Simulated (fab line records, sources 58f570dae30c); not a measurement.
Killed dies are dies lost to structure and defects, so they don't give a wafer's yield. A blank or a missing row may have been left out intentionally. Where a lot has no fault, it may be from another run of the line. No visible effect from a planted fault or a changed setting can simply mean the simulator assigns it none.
The same fault as seen by 2 desks | flow berkeley cmos170 | what lay behind the numbers comes last; until then each desk has only its own

## THE TOOL OWNER'S DESK: implanter-01
For each lot that ran on this tool, the mean over its sampled wafers that have a number, from the tool's own readings at UCB170_NSD_IMPLANT_08. Marked OUT: a lot whose mean sits more than 4 standard deviations from the usual mean, which makes it out of limits; the brackets give that distance.
Columns: A = dose ions cm2 at UCB170_NSD_IMPLANT_08, usual 3e+15; B = faraday current uA at UCB170_NSD_IMPLANT_08, usual 9279
lot  | first seen here | A               | B
L828 | day 7 18:10     | 3e+15           | 9269
L829 | day 7 18:53     | 3e+15           | 9152
L831 | day 8 00:44     | 3e+15 (+43) OUT | 9966
L833 | day 9 07:56     | 3e+15 (+43) OUT | 9914
This desk's finding: out of limits on L831, L833; first on L831, day 8 00:44 (dose ions cm2 at UCB170_NSD_IMPLANT_08). L828, L829 stayed within limits.

## METROLOGY DESK
What the gauges read, lot by lot, whatever tool the lot ran on: means of the sampled wafers that have a number. Marked OUT: a lot whose mean sits more than 4 standard deviations from the usual mean, which makes it out of limits; the brackets give that distance.
Columns: A = PVT_TW at UCB170_PVT_TW_MEAS_09, usual 500; B = PSD_RS at UCB170_SDANNEAL_RS_MEAS_02, usual 75.53 ohm/sq; C = NSD_RS at UCB170_SDANNEAL_RS_MEAS_03, usual 37.20 ohm/sq
lot  | first seen here | A   | B     | C
L828 | day 6 12:26     | 506 | 75.52 | 37.06
L827 | day 6 13:10     | 506 | 75.87 | 37.32
L826 | day 6 13:53     | 507 | 75.11 | 37.18
L829 | day 6 14:11     | 495 | 75.65 | 37.31
L830 | day 6 23:31     | 504 | 75.81 | 37.14
L831 | day 6 23:48     | 495 | 75.40 | 36.40 (-7.3) OUT
L833 | day 7 21:37     | 493 | 75.20 | 36.34 (-7.8) OUT
L840 | day 8 09:52     | 513 | 75.26 | 37.11
L842 | day 9 04:13     | 492 | 75.74 | 37.23
L844 | day 9 09:44     | 505 | 75.90 | 37.33
L845 | day 9 09:58     | 494 | 75.26 | 37.08
L846 | day 10 02:50    | 505 | 75.55 | 37.33
L847 | day 10 03:15    | 490 | 75.67 | 37.18
L849 | day 10 21:13    | 513 | 75.87 | 37.17
This desk reports L831, L833 out of limits; the earliest was L831 at day 8 05:13 (NSD_RS at UCB170_SDANNEAL_RS_MEAS_03). L828, L827, L826, L829, L830, L840, L842, L844, L845, L846, L847, L849 stayed within limits.

## ALL TOGETHER
At day 8 00:44, on L831, L833, the tool owner's desk was in a position to raise an alarm.
At day 8 05:13 the metrology desk could have sounded an alarm, on L831, L833.
Of the lots named, all ran UCB170_NSD_IMPLANT_08 on implanter-01.

## WHAT WAS PUT IN BY THE SIMULATOR
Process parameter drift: implanter-01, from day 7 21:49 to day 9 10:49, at UCB170_NSD_IMPLANT_08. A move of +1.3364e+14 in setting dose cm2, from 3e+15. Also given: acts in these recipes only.
Lots struck among those shown: L831, L833.
Counting hours from when the fault started, the first reading out of limits came at 3 for the tool owner's desk and at 7 for the metrology desk.
